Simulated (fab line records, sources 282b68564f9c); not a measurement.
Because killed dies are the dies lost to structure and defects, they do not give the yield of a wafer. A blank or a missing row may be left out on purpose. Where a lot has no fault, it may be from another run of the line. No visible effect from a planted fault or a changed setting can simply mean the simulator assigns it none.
Struck lot and sound lot, side by side / flow ritCmos / 16 steps out of a route of 202
Sound: wafers L979.2, L979.3, L979.5. Wafers L968.2, L968.3, L968.5 were the ones struck. At the end, the cause is stated.
For every step that has rows: the tool of each side, followed by ch and its chambers, followed by its first start. Under that, the readings that differ: sound wafers / struck wafers / difference of the means / sigmas: that difference in standard deviations of wafers without a fault.
alike: same words and numbers on both sides, and readings whose means sit less than 2 such deviations apart. not compared: any withheld reading, any reading some wafer has no value for, any bound like >300 that may hide the same value, and any number with overlapping values for which the record gives no deviation.
The two part at a step that has a row with sigmas, a row that says differs or no value, or rows on one side only. Numbers that don't overlap but have no deviation are shown without sigmas and don't part them. A reading that every wafer of one side lacks parts them only if that side has two wafers or more.

RIT_PWELL_TW_MEAS_10:
  sound on filmMetro-01, day 6 00:44; struck on filmMetro-04, day 3 17:50
  alike: PWELL_TW
then, 1 step without rows for these wafers: RIT_WELLDRIVE_ANNEAL_00 (time 14700 s).
RIT_WELLDRIVE_RS_MEAS_01: a four-point-probe measurement.
  sound on filmMetro-02, day 6 06:16; struck on filmMetro-01, day 3 22:59
reading=NWELL_RS (ohm/sq); sound=274.1 275.2 274.3; struck=276.3 276.7 276.9; difference=+2.1; sigmas=+2
RIT_WELLDRIVE_RS_MEAS_02: a four-point-probe measurement.
  sound on filmMetro-02, day 6 06:23; struck on filmMetro-01, day 3 23:07
  alike: PWELL_RS
then, 6 steps without rows for these wafers: RIT_NRETRO_HMDS_00 (prime time 60 s); RIT_NRETRO_COAT_01 (resist thk 1300 nm); RIT_NRETRO_SOFTBAKE_02 (time 60 s); RIT_NRETRO_EXPOSE_03 (exposes mask M4, target cd 43900 nm); RIT_NRETRO_PEB_04; RIT_NRETRO_DEVELOP_05 (develop time 68 s).
RIT_NRETRO_OVL_MEAS_06:
  sound on overlay-01, day 6 07:23; struck on overlay-02, day 4 00:05
  alike: NRETRO_OVL
then, 1 step without rows for these wafers: RIT_NRETRO_HARDBAKE_07 (time 120 s).
RIT_NRETRO_IMPLANT_08:
  sound on implanter-04 ch 0, day 6 07:41; struck on implanter-01 ch 0, day 4 00:24
reading=beamEnergyKeV; sound=70.010 69.996 69.993; struck=94.499 94.491 94.480; difference=+24.490; sigmas=+99 or more
reading=model.implant.rpNm (nm); sound=85.24 85.24 85.24; struck=118.9 118.9 118.9; difference=+33.7; sigmas=
reading=model.implant.drpNm (nm); sound=33.94 33.94 33.94; struck=43.45 43.45 43.45; difference=+9.51; sigmas=
  alike: faradayCurrentUA
RIT_NRETRO_STRIP_09: strips in O2, time 180 s.
  sound on plasmaAsher-03 ch 0,1, day 6 07:49; struck on plasmaAsher-03 ch 0,1, day 4 00:31
  alike: drypumpMotorCurrentA
  not compared: rfHoursCounterH
RIT_NRETRO_TW_MEAS_10:
  sound on filmMetro-03, day 6 07:59; struck on filmMetro-03, day 4 00:56
reading=NRETRO_TW; sound=1042 1050 1051; struck=1136 1127 1134; difference=+85; sigmas=+20
  not compared: hold
following that, these wafers have no rows for 1 step: RIT_M1_PROBE_99.

== WHERE THEY PART ==
Last at RIT_NRETRO_TW_MEAS_10 as far as this record goes, first at RIT_WELLDRIVE_RS_MEAS_01.

WHY: what had been put in by the simulator
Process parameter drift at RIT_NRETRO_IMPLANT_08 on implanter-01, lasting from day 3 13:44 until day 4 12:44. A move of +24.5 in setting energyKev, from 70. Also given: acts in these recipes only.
